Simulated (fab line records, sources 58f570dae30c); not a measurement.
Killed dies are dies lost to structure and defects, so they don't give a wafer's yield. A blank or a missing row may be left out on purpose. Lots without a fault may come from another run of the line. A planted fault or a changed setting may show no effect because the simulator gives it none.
Which tool did it? | flow berkeley_cmos170 | 14 lots, 42 wafers sampled, at 2 steps of a route of 331

WHAT THE GAUGES READ, wafer by wafer
The record holds no reading of a measuring or inspecting step that can be judged against a usual standard deviation.

WHICH TOOL RAN EACH LOT (tool, then ch and the chambers of the sampled wafers, then the start)
lot  | UCB170_PWELL_ETCH_14              | UCB170_PWELL_STRIP_16
L765 | rie_diel-04 ch 1,2,3, day 3 02:02 | plasma_asher-04 ch 0,1, day 3 02:17
L764 | rie_diel-02 ch 0,1,2, day 3 02:16 | plasma_asher-02 ch 0,1, day 3 02:31
L766 | rie_diel-01 ch 0,2,3, day 3 14:32 | plasma_asher-01 ch 0,1, day 3 14:47
L769 | rie_diel-02 ch 0,1,3, day 3 23:30 | plasma_asher-02 ch 0, day 3 23:45
L770 | rie_diel-02 ch 0,2,3, day 4 07:16 | plasma_asher-01 ch 0,1, day 4 07:31
L772 | rie_diel-01 ch 2,3, day 4 16:14   | plasma_asher-01 ch 0,1, day 4 16:32
L773 | rie_diel-01 ch 0,1,3, day 4 23:31 | plasma_asher-04 ch 0,1, day 4 23:46
L774 | rie_diel-04 ch 0,1, day 4 23:47   | plasma_asher-01 ch 0,1, day 5 00:02
L775 | rie_diel-01 ch 0,1, day 5 10:23   | plasma_asher-04 ch 0,1, day 5 10:38
L777 | rie_diel-04 ch 0,1,2, day 5 21:32 | plasma_asher-01 ch 0,1, day 5 21:46
L785 | rie_diel-02 ch 0,1,2, day 7 01:28 | plasma_asher-04 ch 0,1, day 7 01:43
L784 | rie_diel-04 ch 1,3, day 7 01:37   | plasma_asher-02 ch 0,1, day 7 01:52
L786 | rie_diel-02 ch 0,1,3, day 7 13:28 | plasma_asher-04 ch 0,1, day 7 13:43
L787 | rie_diel-01 ch 1,2, day 7 21:42   | plasma_asher-01 ch 0,1, day 7 21:59
- UCB170_PWELL_ETCH_14: etches Si3N4 in CH3F/Ar/O2, stops on SiO2, target depth 242 nm, time 151 s.
- UCB170_PWELL_STRIP_16: strips in O2.

WHAT THE TOOLS THEMSELVES READ (means of the sampled wafers that have a number; where no wafer has one, the mark that the record gives instead)
UCB170_PWELL_ETCH_14.
lot  | tool        | O2_flow_sccm (sccm) | chamber_pressure_mTorr (mTorr) | drypump_motor_current_A (A) | oes_product_au (a.u.) | rf_fwd_power_W (W) | throttle_valve_pct (%)
L765 | rie_diel-04 | 7.009               | 49.96                          | 6.1                         | 0.953                 | 450.3              | 7.97
L764 | rie_diel-02 | 6.990               | 50.00                          | 5.7                         | 0.948                 | 449.2              | 8.00
L766 | rie_diel-01 | 6.999               | 50.06                          | 5.4                         | 0.934                 | 448.9              | 8.11
L769 | rie_diel-02 | 6.985               | 50.01                          | 5.8                         | 0.935                 | 448.4              | 8.05
L770 | rie_diel-02 | 6.995               | 50.01                          | 5.7                         | 0.937                 | 447.8              | 7.99
L772 | rie_diel-01 | 7.027               | 49.96                          | 5.7                         | 0.923                 | 449.1              | 8.23
L773 | rie_diel-01 | 6.994               | 49.99                          | 5.3                         | 0.849                 | 268.3              | 8.01
L774 | rie_diel-04 | 7.026               | 49.99                          | 5.6                         | 0.955                 | 449.3              | 7.93
L775 | rie_diel-01 | 6.999               | 49.99                          | 4.9                         | 0.851                 | 268.0              | 7.91
L777 | rie_diel-04 | 7.007               | 50.03                          | 6.0                         | 0.957                 | 448.6              | 7.97
L785 | rie_diel-02 | 7.017               | 50.03                          | 5.7                         | 0.933                 | 448.3              | 7.99
L784 | rie_diel-04 | 6.986               | 50.01                          | 5.8                         | 0.958                 | 450.3              | 7.94
L786 | rie_diel-02 | 7.009               | 50.02                          | 5.8                         | 0.940                 | 448.9              | 8.06
L787 | rie_diel-01 | 6.995               | 50.03                          | 5.5                         | 0.936                 | 448.0              | 8.11

UCB170_PWELL_STRIP_16.
lot  | tool            | chamber_pressure_mTorr (mTorr) | drypump_motor_current_A (A) | oes_product_au (a.u.) | strip_time_to_endpoint_s (s)
L765 | plasma_asher-04 | 3499.1                         | 6.1                         | 0.724                 | 18.05
L764 | plasma_asher-02 | 3497.9                         | 5.6                         | 0.722                 | 18.07
L766 | plasma_asher-01 | 3497.8                         | 6.0                         | 0.721                 | 18.11
L769 | plasma_asher-02 | 3500.0                         | 5.1                         | 0.719                 | 18.08
L770 | plasma_asher-01 | 3499.3                         | 6.2                         | 0.723                 | 18.10
L772 | plasma_asher-01 | 3502.3                         | 6.2                         | 0.726                 | 18.08
L773 | plasma_asher-04 | 3501.7                         | 6.2                         | 0.725                 | 19.08
L774 | plasma_asher-01 | 3500.8                         | 6.0                         | 0.722                 | 18.16
L775 | plasma_asher-04 | 3499.0                         | 6.1                         | 0.718                 | 18.97
L777 | plasma_asher-01 | 3498.4                         | 6.0                         | 0.722                 | 18.08
L785 | plasma_asher-04 | 3500.8                         | 6.2                         | 0.727                 | 18.05
L784 | plasma_asher-02 | 3500.1                         | 5.4                         | 0.720                 | 18.11
L786 | plasma_asher-04 | 3502.4                         | 6.2                         | 0.723                 | 18.02
L787 | plasma_asher-01 | 3500.8                         | 6.0                         | 0.719                 | 18.07

THE ANSWER, worked out from the rows above alone
Rule: what is usual is taken from the lots themselves. Put in order of their means at a reading, lots are off if they are a third of the lots or fewer, leave a main group of 4 or more, and stand apart from it by a gap of 3 or more times the standard deviation of the main group's means; of several such gaps the widest counts. A main group whose means are all the same, to the digits that the tables above print for the reading, isn't used. A lot without any number at a reading at which 4 lots or more have one is off too. The other lots that the step has rows for count as sound. The gauges are gone through in route order, then the tools' own readings, and for those a lot's mean is taken as printed above. The first step at which some lot is off is used, and at that step the reading that is off furthest; a lot without a number counts as furthest.
Off: L773, L775, at UCB170_PWELL_ETCH_14 (rf_fwd_power_W). The main group: mean 448.9 W, standard deviation 0.76.
A tool fits if, at that step or a process step before it, it ran every lot that is off, and no sound lot after the first of them. None of those tried fits.

WHAT THE SIMULATOR HAD PUT IN
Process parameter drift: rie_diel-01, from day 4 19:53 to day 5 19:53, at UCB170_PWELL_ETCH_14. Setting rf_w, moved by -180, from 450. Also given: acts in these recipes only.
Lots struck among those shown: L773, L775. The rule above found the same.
